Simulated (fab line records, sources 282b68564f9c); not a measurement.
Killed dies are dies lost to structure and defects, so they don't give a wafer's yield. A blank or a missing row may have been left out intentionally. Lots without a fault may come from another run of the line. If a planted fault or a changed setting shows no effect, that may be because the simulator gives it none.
Tool commonality check | flow rit_cmos | 42 wafers sampled across 14 lots

REASON FOR OPENING
At RIT_SDANNEAL_RS_MEAS_04 the reading PSD_RS is flagged on 2 of 14 lots. Fault-free wafers read 115.95 ohm/sq, with a standard deviation of 0.26.
Rule: a lot is flagged when every wafer of it that has a number lies more than 4 standard deviations from that mean, or none has a number. The other lots count as sound.

lot  | measured    | on            | PSD_RS (ohm/sq), wafer by wafer | flag
L929 | day 3 01:27 | film_metro-02 | 115.77 116.07 116.21            |
L930 | day 3 07:05 | film_metro-01 | 115.99 116.00 115.90            |
L931 | day 3 13:08 | film_metro-03 | 116.05 115.82 115.73            |
L935 | day 4 07:33 | film_metro-01 | 119.12 118.43 118.46            | FLAGGED
L936 | day 4 15:20 | film_metro-01 | 116.04 115.89 115.86            |
L937 | day 4 17:55 | film_metro-03 | 118.70 118.28 118.12            | FLAGGED
L938 | day 4 22:02 | film_metro-01 | 116.51 116.11 116.12            |
L940 | day 5 10:43 | film_metro-02 | 115.88 116.22 116.21            |
L942 | day 5 18:28 | film_metro-01 | 115.57 115.93 115.74            |
L944 | day 6 07:38 | film_metro-02 | 115.82 115.74 115.70            |
L946 | day 6 17:05 | film_metro-02 | 115.55 115.71 115.43            |
L949 | day 7 14:17 | film_metro-03 | 115.55 115.94 115.55            |
L950 | day 7 14:23 | film_metro-02 | 115.75 115.70 116.18            |
L952 | day 8 03:22 | film_metro-01 | 116.16 115.72 115.97            |
On average the flagged lots' numbers are 118.52 ohm/sq, which is +2.57 ohm/sq against the usual, or +10 standard deviations.

WHICH TOOL RAN EACH LOT
The record keeps 1 process step preceding the reading, out of 202 steps on the route. Every cell lists first the tool, next ch and the chambers used by the sampled wafers, and last the start.
lot  | flag    | RIT_SDANNEAL_RTA_03
L929 |         | rtp_anneal-02 ch 0, day 3 01:23
L930 |         | rtp_anneal-01 ch 0, day 3 07:02
L931 |         | rtp_anneal-02 ch 0, day 3 13:04
L935 | FLAGGED | rtp_anneal-02 ch 0, day 4 07:29
L936 |         | rtp_anneal-01 ch 0, day 4 15:17
L937 | FLAGGED | rtp_anneal-02 ch 0, day 4 17:51
L938 |         | rtp_anneal-01 ch 0, day 4 21:59
L940 |         | rtp_anneal-01 ch 0, day 5 10:40
L942 |         | rtp_anneal-01 ch 0, day 5 18:24
L944 |         | rtp_anneal-01 ch 0, day 6 07:33
L946 |         | rtp_anneal-01 ch 0, day 6 17:01
L949 |         | rtp_anneal-01 ch 0, day 7 14:13
L950 |         | rtp_anneal-02 ch 0, day 7 14:20
L952 |         | rtp_anneal-02 ch 0, day 8 03:18
What is done by these steps:
- RIT_SDANNEAL_RTA_03: time 5 s.
- RIT_SDANNEAL_RS_MEAS_04: measures by four-point-probe.

FLAGGED AGAINST TOTAL, ONE TOOL AT A TIME (gauges that did the reading follow at the end)
step                    | tool          | lots run | flagged | share of the flagged lots | sound lots run after its first flagged lot
RIT_SDANNEAL_RTA_03     | rtp_anneal-01 | 8        | 0       | none                      | -
RIT_SDANNEAL_RTA_03     | rtp_anneal-02 | 6        | 2       | all                       | 2 (L950,L952)
RIT_SDANNEAL_RS_MEAS_04 | film_metro-01 | 6        | 1       | some                      | 4 (L936,L938,L942,L952)
RIT_SDANNEAL_RS_MEAS_04 | film_metro-02 | 5        | 0       | none                      | -
RIT_SDANNEAL_RS_MEAS_04 | film_metro-03 | 3        | 1       | some                      | 1 (L949)

WHAT IS ALLOWED BY THE TABLE
Rows of the table that ran each flagged lot: 1, that is rtp_anneal-02 at RIT_SDANNEAL_RTA_03.
- rtp_anneal-02 at RIT_SDANNEAL_RTA_03: 2 of its 6 lots flagged. Sound lots followed the first flagged one (L950, L952) on it, something a lasting fault affecting the whole tool could not allow.
None of the table's rows ran every flagged lot and, after the first, no sound lot.

WHAT THE SIMULATOR PUT IN
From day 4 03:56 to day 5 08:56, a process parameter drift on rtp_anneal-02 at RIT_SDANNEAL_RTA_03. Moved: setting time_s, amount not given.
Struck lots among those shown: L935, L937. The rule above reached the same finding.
